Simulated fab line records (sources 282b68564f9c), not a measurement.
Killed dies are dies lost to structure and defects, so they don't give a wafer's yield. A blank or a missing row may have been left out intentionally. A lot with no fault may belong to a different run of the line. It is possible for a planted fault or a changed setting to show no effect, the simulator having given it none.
fab line records	flow rit_cmos
[record] lots = 15	wafers = 45	last_day = 8
route steps=202 shown GATE@93 PLDD@123 M1@193
lots that met no fault: taken from a fault-free run of the same line
start_h: hours from the record's opening day to when the first of the lot's shown wafers began	wait_h: hours from the lot's prior step to this one	" same as the row above	L1.1+2: a row that stands for several wafers	- no value, or no start was given	* or withheld: withheld	< > ~ a bound
route shown NAME@n: NAME is a module with steps in the file, n the number in the route of the first one	usual: mean/standard deviation of fault-free wafers	same: alike in all rows	chamber/n: place in a boat	sites: the reading at each site	_std_site: the values' standard deviation	_edge_site: the outer-site mean with the inner-site mean subtracted	radius_mm: how far each site lies from the wafer's centre	mask NAME#n: copy n	behind: the last tool/chamber to shape the wafer	hold: why the lot went on hold/how many hours it stayed there/how the hold came to an end	device: which transistor (n, p or np) failed to switch	end of line: the tests these same wafers got at the end of their route	a step with no rows: only its recipe	killed: count of dies lost to structure and defects at first sort (not the wafer's yield)	map: per-die view of a wafer (x killed, . not killed, _ where there is no die)
set.NAME: the setting that was run; set.NAME@STEP: the one run at that earlier step	model.NAME: the simulator's own value behind a step, which no gauge read
the route's steps for a sample of lots (tables are steps, rows are wafers)
services: when a tool's chamber went out of use (start_h, in hours from the record's first day, below 0 if earlier), for how many hours, and the reason
[[steps]]
[step RIT_GATE_OVL_MEAS_17]
[usual] GATE_OVL = -0.6/1.4
lot.wafer	tool	chamber	start_h	wait_h	GATE_OVL[nm]
L959.1	overlay-01	-	40.25	0.1	-1.2
L959.3	"	-	"	"	-0.9
L959.4	"	-	"	"	-0.6
L960.2	overlay-02	-	44.35	0.1	-0.4
L960.3	"	-	"	"	-1.3
L960.6	"	-	"	"	-3.1
L961.2	overlay-02	-	49.70	0.1	-2.8
L961.3	"	-	"	"	-2.9
L961.6	"	-	"	"	-3.0
L964.1	overlay-02	-	65.57	0.1	-1.2
L964.2	"	-	"	"	-2.3
L964.5	"	-	"	"	-0.9
L965.1	overlay-01	-	71.33	0.1	1.3
L965.2	"	-	"	"	1.7
L965.6	"	-	"	"	1.3
L966.2	overlay-02	-	76.32	0.1	1.6
L966.5	"	-	"	"	1.4
L966.6	"	-	"	"	1.7
L967.1	overlay-02	-	78.06	0.1	3.1
L967.3	"	-	"	"	1.5
L967.4	"	-	"	"	0.7
L968.3	overlay-02	-	88.23	0.1	0.5
L968.4	"	-	"	"	1.2
L968.6	"	-	"	"	1.7
L969.3	overlay-02	-	92.41	0.1	-0.3
L969.5	"	-	"	"	0.1
L969.6	"	-	"	"	0.2
L971.1	overlay-01	-	100.87	0.1	-1.6
L971.2	"	-	"	"	-2.3
L971.3	"	-	"	"	-1.1
L972.2	overlay-01	-	112.51	0.1	-0.3
L972.3	"	-	"	"	-0.9
L972.4	"	-	"	"	0.5
L977.1	overlay-02	-	144.60	0.1	-0.7
L977.2	"	-	"	"	-0.9
L977.4	"	-	"	"	1.2
L978.2	overlay-02	-	147.65	0.1	-0.2
L978.4	"	-	"	"	-1.9
L978.5	"	-	"	"	0.2
L980.2	overlay-01	-	163.35	0.1	0.0
L980.3	"	-	"	"	-0.1
L980.4	"	-	"	"	-1.7
L982.2	overlay-02	-	166.58	0.1	-0.6
L982.4	"	-	"	"	-2.1
L982.6	"	-	"	"	-1.8
[step RIT_PLDD_STRIP_09]
[recipe] chemistry = O2	time_s = 180	resist = NOVOLAK	platen_temp_c = withheld	power_w = 500	pressure_mtorr = 4000	o2_flow_sccm = 4000
[usual] drypump_motor_current_A = 5.4/0.33
lot.wafer	tool	chamber	start_h	wait_h	drypump_motor_current_A	rf_hours_counter_h
L959.1	plasma_asher-04	1	47.43	0.1	5.9	43
L959.3	"	0	"	"	5.3	-
L959.4	"	1	"	"	5.9	-
L960.2	plasma_asher-03	0	51.30	0.1	5.8	26
L960.3	"	1	"	"	5.3	-
L960.6	"	0	"	"	5.7	-
L961.2	plasma_asher-04	0	57.47	0.1	5.3	45
L961.3	"	1	"	"	5.9	-
L961.6	"	0	"	"	5.3	-
L964.1	plasma_asher-03	0	73.76	0.1	5.8	28
L964.2	"	1	"	"	5.3	28
L964.5	"	0	"	"	5.7	-
L965.1	plasma_asher-01	1	79.58	0.1	4.9	36
L965.2	"	0	"	"	5.3	36
L965.6	"	0	"	"	5.3	-
L966.2	plasma_asher-03	0	83.42	0.1	5.7	29
L966.5	"	1	"	"	5.3	-
L966.6	"	0	"	"	5.7	-
L967.1	plasma_asher-03	1	85.45	0.1	5.2	29
L967.3	"	1	"	"	5.3	-
L967.4	"	0	"	"	5.7	-
L968.3	plasma_asher-01	1	95.09	0.1	4.9	-
L968.4	"	0	"	"	5.3	-
L968.6	"	1	"	"	4.9	-
L969.3	plasma_asher-01	0	99.70	0.1	5.3	-
L969.5	"	1	"	"	4.9	-
L969.6	"	0	"	"	5.3	-
L971.1	plasma_asher-03	1	109.46	0.1	5.2	32
L971.2	"	0	"	"	5.8	32
L971.3	"	1	"	"	5.2	-
L972.2	plasma_asher-01	1	118.68	0.1	4.9	40
L972.3	"	1	"	"	4.9	-
L972.4	"	0	"	"	5.3	-
L977.1	plasma_asher-04	0	152.01	0.1	5.3	54
L977.2	"	1	"	"	5.9	54
L977.4	"	1	"	"	5.9	-
L978.2	plasma_asher-03	1	156.89	0.1	5.3	36
L978.4	"	1	"	"	5.3	-
L978.5	"	0	"	"	5.8	-
L980.2	plasma_asher-03	0	171.41	0.1	5.8	37
L980.3	"	1	"	"	5.2	-
L980.4	"	0	"	"	5.7	-
L982.2	plasma_asher-03	0	177.08	0.1	5.8	38
L982.4	"	0	"	"	5.8	-
L982.6	"	1	"	"	5.2	-
[step RIT_M1_CD_MEAS_09]
[recipe] target_cd_nm = 2600
[usual] cd_nm = 2599.7/2
lot.wafer	tool	chamber	start_h	wait_h	cd_nm
L959.1	cd_sem-02	-	58.76	-	2601.9
L959.3	"	-	"	"	2602.5
L959.4	"	-	"	"	2600.9
L960.2	cd_sem-01	-	63.38	-	2601.9
L960.3	"	-	"	"	2602.2
L960.6	"	-	"	"	2602.7
L961.2	cd_sem-02	-	68.62	-	2599.4
L961.3	"	-	"	"	2600.5
L961.6	"	-	"	"	2599.3
L964.1	cd_sem-02	-	84.70	-	2599.0
L964.2	"	-	"	"	2599.8
L964.5	"	-	"	"	2600.8
L965.1	cd_sem-02	-	90.57	-	2599.7
L965.2	"	-	"	"	2595.4
L965.6	"	-	"	"	2598.2
L966.2	cd_sem-02	-	94.33	-	2599.8
L966.5	"	-	"	"	2600.5
L966.6	"	-	"	"	2599.4
L967.1	cd_sem-01	-	96.96	-	2604.3
L967.3	"	-	"	"	2603.7
L967.4	"	-	"	"	2604.8
L968.3	cd_sem-01	-	106.03	-	2596.1
L968.4	"	-	"	"	2597.0
L968.6	"	-	"	"	2596.8
L969.3	cd_sem-01	-	111.46	-	2599.4
L969.5	"	-	"	"	2597.9
L969.6	"	-	"	"	2599.1
L971.1	cd_sem-01	-	121.53	-	2600.9
L971.2	"	-	"	"	2599.5
L971.3	"	-	"	"	2599.6
L972.2	cd_sem-02	-	129.47	-	2597.6
L972.3	"	-	"	"	2597.6
L972.4	"	-	"	"	2598.9
L977.1	cd_sem-02	-	163.10	-	2600.5
L977.2	"	-	"	"	2599.5
L977.4	"	-	"	"	2599.5
L978.2	cd_sem-01	-	170.37	-	2600.8
L978.4	"	-	"	"	2602.1
L978.5	"	-	"	"	2600.4
L980.2	cd_sem-02	-	182.40	-	2597.8
L980.3	"	-	"	"	2599.2
L980.4	"	-	"	"	2599.4
L982.2	cd_sem-01	-	188.36	-	2597.9
L982.4	"	-	"	"	2598.7
L982.6	"	-	"	"	2596.9
[step RIT_M1_STRIP_13]
[recipe] chemistry = nmp	resist = NOVOLAK	temp_c = 80	time_s = 600	dry = n2_spin
[usual] bath_guard_temp_C = 80.3/0.58
lot.wafer	tool	chamber	start_h	wait_h	bath_guard_temp_C
L959.1	wet_bench-04	3	59.33	0.1	81.6
L959.3	"	3	"	"	81.4
L959.4	"	3	"	"	81.5
L960.2	wet_bench-03	3	63.93	0.1	80.0
L960.3	"	3	"	"	80.3
L960.6	"	3	"	"	80.3
L961.2	wet_bench-01	2	69.26	0.1	80.4
L961.3	"	2	"	"	80.6
L961.6	"	2	"	"	80.3
L964.1	wet_bench-04	2	85.27	0.1	79.6
L964.2	"	2	"	"	79.8
L964.5	"	2	"	"	79.2
L965.1	wet_bench-01	0	91.40	0.1	80.6
L965.2	"	0	"	"	80.1
L965.6	"	0	"	"	80.3
L966.2	wet_bench-01	2	94.88	0.1	80.5
L966.5	"	2	"	"	80.0
L966.6	"	2	"	"	80.7
L967.1	wet_bench-03	1	97.52	0.1	81.2
L967.3	"	1	"	"	80.4
L967.4	"	1	"	"	80.8
L968.3	wet_bench-01	2	106.56	0.1	80.2
L968.4	"	2	"	"	80.4
L968.6	"	2	"	"	80.4
L969.3	wet_bench-01	3	111.99	0.1	80.0
L969.5	"	3	"	"	80.1
L969.6	"	3	"	"	80.0
L971.1	wet_bench-04	2	122.10	0.1	79.6
L971.2	"	2	"	"	79.5
L971.3	"	2	"	"	79.8
L972.2	wet_bench-01	0	130.02	0.1	80.3
L972.3	"	0	"	"	80.4
L972.4	"	0	"	"	80.3
L977.1	wet_bench-03	1	163.67	0.1	80.6
L977.2	"	1	"	"	80.7
L977.4	"	1	"	"	80.7
L978.2	wet_bench-03	1	170.91	0.1	80.7
L978.4	"	1	"	"	80.7
L978.5	"	1	"	"	80.7
L980.2	wet_bench-03	1	182.95	0.1	80.6
L980.3	"	1	"	"	80.4
L980.4	"	1	"	"	80.7
L982.2	wet_bench-04	1	188.91	0.1	79.3
L982.4	"	1	"	"	79.5
L982.6	"	1	"	"	79.4
[step RIT_M1_PROBE_99]
[usual] defect_limited_yield = 97.2/1.2	killed_at_M0_to_M3 = 0.0/0.083	killed_at_contacts = 0.1/0.27	killed_at_front_end = 7/3.1	killed_dies = 7/3.2	killed_open = 3.8/2.1	killed_short = 3.6/2	sort_bin_3_pad_short = 0.1/0.22	sort_bin_5_function = 1.7/0.8	sort_bin_6_memory = 1.0/0.64	sort_n_pass = 257/3.2	sort_yield_pct = 97.2/1.2
[same] gross_dies = 264	killed_at_M4_up = 0	killed_at_back_side = 0	killed_at_other = 0
lot.wafer	tool	chamber	start_h	wait_h	defect_limited_yield[%]	killed_at_M0_to_M3	killed_at_contacts	killed_at_front_end	killed_dies	killed_open	killed_short	sort_bin_3_pad_short[%]	sort_bin_5_function[%]	sort_bin_6_memory[%]	sort_n_pass	sort_yield_pct[%]
L959.1	prober-01	-	61.42	0.1	97.0	0	0	8	8	3	5	0.4	1.9	0.8	256	97.0
L959.3	prober-01	-	61.52	0.2	99.6	0	0	1	1	1	0	0	0.4	0	263	99.6
L959.4	prober-01	-	61.57	0.2	98.1	0	0	5	5	2	3	0	0.8	1.1	259	98.1
L960.2	prober-02	-	66.07	0.1	98.1	0	0	5	5	1	4	0	1.1	0.8	259	98.1
L960.3	prober-02	-	66.12	0.2	97.0	0	0	8	8	4	4	0	1.9	1.1	256	97.0
L960.6	prober-02	-	66.27	0.2	97.0	0	0	8	8	4	4	0	1.9	1.1	256	97.0
L961.2	prober-01	-	71.40	0.1	98.1	0	0	5	5	4	1	0	0.8	1.1	259	98.1
L961.3	prober-01	-	71.45	0.2	96.2	0	0	10	10	7	3	0	1.9	1.9	254	96.2
L961.6	prober-01	-	71.60	0.2	96.2	0	0	10	10	6	4	0.4	2.7	0.8	254	96.2
L964.1	prober-02	-	87.36	0.1	97.0	0	0	8	8	3	5	0.4	2.7	0	256	97.0
L964.2	prober-02	-	87.41	0.1	96.2	0	0	10	10	2	8	0	2.7	1.1	254	96.2
L964.5	prober-02	-	87.56	0.2	97.3	0	0	7	7	2	5	0.4	1.1	1.1	257	97.3
L965.1	prober-01	-	93.49	0.1	97.7	0	1	5	6	4	2	0	1.1	1.1	258	97.7
L965.2	prober-01	-	93.54	0.1	97.3	0	0	7	7	2	5	0.8	1.1	0.8	257	97.3
L965.6	prober-01	-	93.74	0.2	98.9	0	0	3	3	1	2	0.4	0.8	0	261	98.9
L966.2	prober-02	-	97.06	0.1	98.5	0	0	4	4	2	2	0	0.4	1.1	260	98.5
L966.5	prober-02	-	97.21	0.2	97.7	0	0	6	6	3	3	0	1.5	0.8	258	97.7
L966.6	prober-02	-	97.26	0.2	95.8	0	0	11	11	7	4	0.4	2.3	1.5	253	95.8
L967.1	prober-01	-	99.61	0.1	94.3	0	0	15	15	8	7	0.4	3.4	1.9	249	94.3
L967.3	prober-01	-	99.71	0.2	97.7	0	0	6	6	1	5	0	1.1	1.1	258	97.7
L967.4	prober-01	-	99.76	0.2	98.5	0	0	4	4	1	3	0.4	1.1	0	260	98.5
L968.3	prober-02	-	108.75	0.2	85.6	31	0	7	38	1	7	3.0	7.2	4.2	226	85.6
L968.4	prober-02	-	108.80	0.2	86.7	27	0	8	35	3	5	1.1	10.2	1.9	229	86.7
L968.6	prober-02	-	108.90	0.2	88.3	26	0	5	31	3	2	2.3	7.2	2.3	233	88.3
L969.3	prober-01	-	114.18	0.2	81.8	37	0	11	48	7	4	3.0	11.7	3.4	216	81.8
L969.5	prober-01	-	114.28	0.2	83.3	32	0	12	44	8	4	1.9	11.7	3.0	220	83.3
L969.6	prober-01	-	114.33	0.2	84.8	36	0	4	40	1	3	3.8	8.3	3.0	224	84.8
L971.1	prober-01	-	124.19	0.1	95.8	0	0	11	11	4	7	0.4	1.9	1.9	253	95.8
L971.2	prober-01	-	124.24	0.1	96.2	0	0	10	10	3	7	0	1.9	1.9	254	96.2
L971.3	prober-01	-	124.29	0.2	95.1	0	1	12	13	6	7	0.4	3.0	1.5	251	95.1
L972.2	prober-02	-	132.16	0.1	85.6	37	0	1	38	1	0	4.2	7.2	3.0	226	85.6
L972.3	prober-02	-	132.21	0.2	84.5	36	0	5	41	3	2	3.0	9.5	3.0	223	84.5
L972.4	prober-02	-	132.26	0.2	86.7	32	0	3	35	1	2	3.0	7.2	3.0	229	86.7
L977.1	prober-01	-	165.76	0.1	98.5	0	1	3	4	4	0	0	1.1	0.4	260	98.5
L977.2	prober-01	-	165.81	0.1	96.2	0	1	9	10	1	9	1.1	1.5	1.1	254	96.2
L977.4	prober-01	-	165.91	0.2	98.1	0	0	5	5	4	1	0	1.1	0.8	259	98.1
L978.2	prober-02	-	173.05	0.1	97.0	0	0	8	8	2	6	0.4	1.9	0.8	256	97.0
L978.4	prober-02	-	173.15	0.2	98.5	0	0	4	4	2	2	0	1.5	0	260	98.5
L978.5	prober-02	-	173.20	0.2	95.8	0	0	11	11	9	2	0.8	2.3	1.1	253	95.8
L980.2	prober-02	-	185.11	0.1	98.5	0	0	4	4	2	2	0	0.4	1.1	260	98.5
L980.3	prober-02	-	185.16	0.2	98.9	0	0	3	3	3	0	0	0.4	0.8	261	98.9
L980.4	prober-02	-	185.21	0.2	97.7	0	0	6	6	3	3	0	1.1	1.1	258	97.7
L982.2	prober-01	-	191.05	0.1	96.6	0	0	9	9	2	7	0.8	1.9	0.8	255	96.6
L982.4	prober-01	-	191.15	0.2	95.1	0	0	13	13	8	5	0.4	2.7	1.9	251	95.1
L982.6	prober-01	-	191.25	0.2	96.2	0	0	10	10	6	4	0.4	1.5	1.9	254	96.2
// killed by level:class
L959.1 REOX:geometric_particle:open=2 GATE:geometric_particle:short=2 FOX1:geometric_particle:short=1 SPACER:geometric_particle:short=1 SILICIDE:geometric_particle:open=1 SILICIDE:geometric_particle:short=1
L959.3 SILICIDE:geometric_particle:open=1
L959.4 SILICIDE:geometric_particle:short=2 FOX1:geometric_particle:open=1 FOX1:geometric_particle:short=1 REOX:geometric_particle:open=1
L960.2 SILICIDE:geometric_particle:short=2 FOX1:geometric_particle:open=1 GATE:geometric_particle:short=1 REOX:geometric_particle:short=1
L960.3 REOX:geometric_particle:open=2 REOX:geometric_particle:short=2 FOX1:geometric_particle:short=1 FOX2:geometric_particle:open=1 GATE:geometric_particle:open=1 GATE:geometric_particle:short=1
L960.6 GATE:geometric_particle:open=2 FOX1:geometric_particle:open=1 FOX2:geometric_particle:open=1 FOX2:geometric_particle:short=1 GATE:geometric_particle:short=1 SPACER:geometric_particle:short=1 SILICIDE:geometric_particle:short=1
L961.2 FOX1:geometric_particle:open=1 FOX1:geometric_particle:short=1 GATE:geometric_particle:open=1 REOX:geometric_particle:open=1 SPACER:geometric_particle:open=1
L961.3 GATE:geometric_particle:open=3 FOX1:geometric_particle:open=2 REOX:geometric_particle:open=2 FOX1:geometric_particle:short=1 SPACER:geometric_particle:short=1 SILICIDE:geometric_particle:short=1
L961.6 GATE:geometric_particle:open=4 FOX1:geometric_particle:short=2 FOX1:geometric_particle:open=1 GATE:geometric_particle:short=1 REOX:geometric_particle:open=1 REOX:geometric_particle:short=1
L964.1 FOX2:geometric_particle:short=2 SPACER:geometric_particle:open=2 FOX1:geometric_particle:open=1 FOX1:geometric_particle:short=1 GATE:geometric_particle:short=1 REOX:geometric_particle:short=1
L964.2 GATE:geometric_particle:short=3 FOX1:geometric_particle:short=2 FOX2:geometric_particle:short=2 FOX1:geometric_particle:open=1 FOX2:geometric_particle:open=1 REOX:geometric_particle:short=1
L964.5 FOX2:geometric_particle:short=3 FOX2:geometric_particle:open=1 GATE:geometric_particle:short=1 GATE:geometric_particle:open=1 SILICIDE:geometric_particle:short=1
L965.1 REOX:geometric_particle:open=3 FOX2:geometric_particle:open=1 SILICIDE:geometric_particle:short=1 CONTACT:geometric_particle:short=1
L965.2 GATE:geometric_particle:short=3 FOX1:geometric_particle:short=1 FOX1:geometric_particle:open=1 FOX2:geometric_particle:short=1 REOX:geometric_particle:open=1
L965.6 GATE:geometric_particle:short=1 REOX:geometric_particle:short=1 REOX:geometric_particle:open=1
L966.2 GATE:geometric_particle:short=1 REOX:geometric_particle:open=1 SPACER:geometric_particle:open=1 SILICIDE:geometric_particle:short=1
L966.5 FOX1:geometric_particle:short=1 GATE:geometric_particle:open=1 REOX:geometric_particle:open=1 SPACER:geometric_particle:short=1 SPACER:geometric_particle:open=1 SILICIDE:geometric_particle:short=1
L966.6 GATE:geometric_particle:open=4 GATE:geometric_particle:short=3 SILICIDE:geometric_particle:open=2 REOX:geometric_particle:short=1 SPACER:geometric_particle:open=1
L967.1 GATE:geometric_particle:open=4 GATE:geometric_particle:short=3 FOX1:geometric_particle:short=2 SILICIDE:geometric_particle:open=1 FOX1:geometric_particle:open=1 FOX2:geometric_particle:short=1 FOX2:geometric_particle:open=1 SPACER:geometric_particle:open=1
L967.3 FOX1:geometric_particle:short=2 GATE:geometric_particle:short=2 SPACER:geometric_particle:open=1 SILICIDE:geometric_particle:short=1
L967.4 ACTIVE:geometric_particle:short=1 FOX1:geometric_particle:open=1 FOX1:geometric_particle:short=1 GATE:geometric_particle:short=1
L968.3 M1:unspecified=30 REOX:geometric_particle:short=2 SPACER:geometric_particle:short=2 FOX1:geometric_particle:open=1 GATE:geometric_particle:short=1 SILICIDE:geometric_particle:short=1 M1:geometric_particle:short=1
L968.4 M1:unspecified=27 GATE:geometric_particle:short=3 GATE:geometric_particle:open=2 REOX:geometric_particle:short=1 SPACER:geometric_particle:short=1 SILICIDE:geometric_particle:open=1
L968.6 M1:unspecified=26 GATE:geometric_particle:open=2 SPACER:geometric_particle:short=2 FOX2:geometric_particle:open=1
L969.3 M1:unspecified=37 SILICIDE:geometric_particle:open=3 GATE:geometric_particle:open=2 SILICIDE:geometric_particle:short=2 FOX1:geometric_particle:short=1 FOX1:geometric_particle:open=1 FOX2:geometric_particle:open=1 GATE:geometric_particle:short=1
L969.5 M1:unspecified=32 FOX1:geometric_particle:open=4 FOX1:geometric_particle:short=2 FOX2:geometric_particle:open=2 GATE:geometric_particle:short=1 REOX:geometric_particle:short=1 REOX:geometric_particle:open=1 SPACER:geometric_particle:open=1
L969.6 M1:unspecified=36 FOX1:geometric_particle:short=2 FOX2:geometric_particle:open=1 SILICIDE:geometric_particle:short=1
L971.1 FOX1:geometric_particle:short=2 GATE:geometric_particle:open=2 GATE:geometric_particle:short=2 REOX:geometric_particle:short=2 FOX1:geometric_particle:open=1 SPACER:geometric_particle:short=1 SILICIDE:geometric_particle:open=1
L971.2 SPACER:geometric_particle:short=3 FOX1:geometric_particle:open=2 REOX:geometric_particle:short=2 FOX2:geometric_particle:short=1 GATE:geometric_particle:short=1 SPACER:geometric_particle:open=1
L971.3 SPACER:geometric_particle:short=3 REOX:geometric_particle:open=2 FOX1:geometric_particle:short=1 FOX1:geometric_particle:open=1 GATE:geometric_particle:short=1 GATE:geometric_particle:open=1 REOX:geometric_particle:short=1 SPACER:geometric_particle:open=1
L972.2 M1:unspecified=37 GATE:geometric_particle:open=1
L972.3 M1:unspecified=36 FOX1:geometric_particle:short=1 GATE:geometric_particle:open=1 SPACER:geometric_particle:open=1 SILICIDE:geometric_particle:short=1 SILICIDE:geometric_particle:open=1
L972.4 M1:unspecified=32 SPACER:geometric_particle:short=2 REOX:geometric_particle:open=1
L977.1 SPACER:geometric_particle:open=2 FOX1:geometric_particle:open=1 CONTACT:geometric_particle:open=1
L977.2 FOX1:geometric_particle:short=3 SPACER:geometric_particle:short=2 GATE:geometric_particle:short=1 REOX:geometric_particle:short=1 SPACER:geometric_particle:open=1 SILICIDE:geometric_particle:short=1 CONTACT:geometric_particle:short=1
L977.4 SPACER:geometric_particle:open=3 GATE:geometric_particle:short=1 SILICIDE:geometric_particle:open=1
L978.2 REOX:geometric_particle:short=3 GATE:geometric_particle:short=2 GATE:geometric_particle:open=1 REOX:geometric_particle:open=1 SPACER:geometric_particle:short=1
L978.4 GATE:geometric_particle:short=2 GATE:geometric_particle:open=1 REOX:geometric_particle:open=1
L978.5 REOX:geometric_particle:open=5 GATE:geometric_particle:open=2 REOX:geometric_particle:short=2 FOX1:geometric_particle:open=1 SILICIDE:geometric_particle:open=1
L980.2 ACTIVE:geometric_particle:open=1 FOX1:geometric_particle:short=1 GATE:geometric_particle:short=1 SILICIDE:geometric_particle:open=1
L980.3 FOX1:geometric_particle:open=1 FOX2:geometric_particle:open=1 SPACER:geometric_particle:open=1
L980.4 GATE:geometric_particle:short=2 SILICIDE:geometric_particle:open=2 FOX2:geometric_particle:short=1 SPACER:geometric_particle:open=1
L982.2 GATE:geometric_particle:open=2 SPACER:geometric_particle:short=2 FOX1:geometric_particle:short=1 FOX2:geometric_particle:short=1 GATE:geometric_particle:short=1 REOX:geometric_particle:short=1 SILICIDE:geometric_particle:short=1
L982.4 GATE:geometric_particle:short=3 SILICIDE:geometric_particle:open=3 GATE:geometric_particle:open=2 SPACER:geometric_particle:open=2 REOX:geometric_particle:open=1 SPACER:geometric_particle:short=1 SILICIDE:geometric_particle:short=1
L982.6 SILICIDE:geometric_particle:open=2 FOX1:geometric_particle:short=1 FOX1:geometric_particle:open=1 FOX2:geometric_particle:short=1 FOX2:geometric_particle:open=1 GATE:geometric_particle:open=1 GATE:geometric_particle:short=1 SPACER:geometric_particle:open=1
[[services]]
tool	chamber	start_h	hours	kind
plasma_asher-03	-	54.35	4.3	repair
plasma_asher-01	-	54.84	6.3	repair
wet_bench-01	-	138.83	1.8	repair
[[key]]
[first_sign] step = RIT_M1_PROBE_99	reading = killed_at_M0_to_M3	direction = up	sigmas = 33	usual = 0.0	struck = 32.7
[effect] step = RIT_M1_PROBE_99	reading = defect_limited_yield	direction = down	sigmas = 10	usual = 97.2	struck = 85.3
met_at RIT_M1_STRIP_13
struck_lots L968,L969,L972
not_acting_at RIT_GATE_OVL_MEAS_17,RIT_PLDD_STRIP_09,RIT_M1_CD_MEAS_09
onset_between 94.88 106.56
[fault] kind = chamber_particle_source	tool = wet_bench-01	chamber = -	onset_h = 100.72	steps = RIT_M1_STRIP_13	rate_per_visit_cm2 = 1.1255	end_h = 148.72
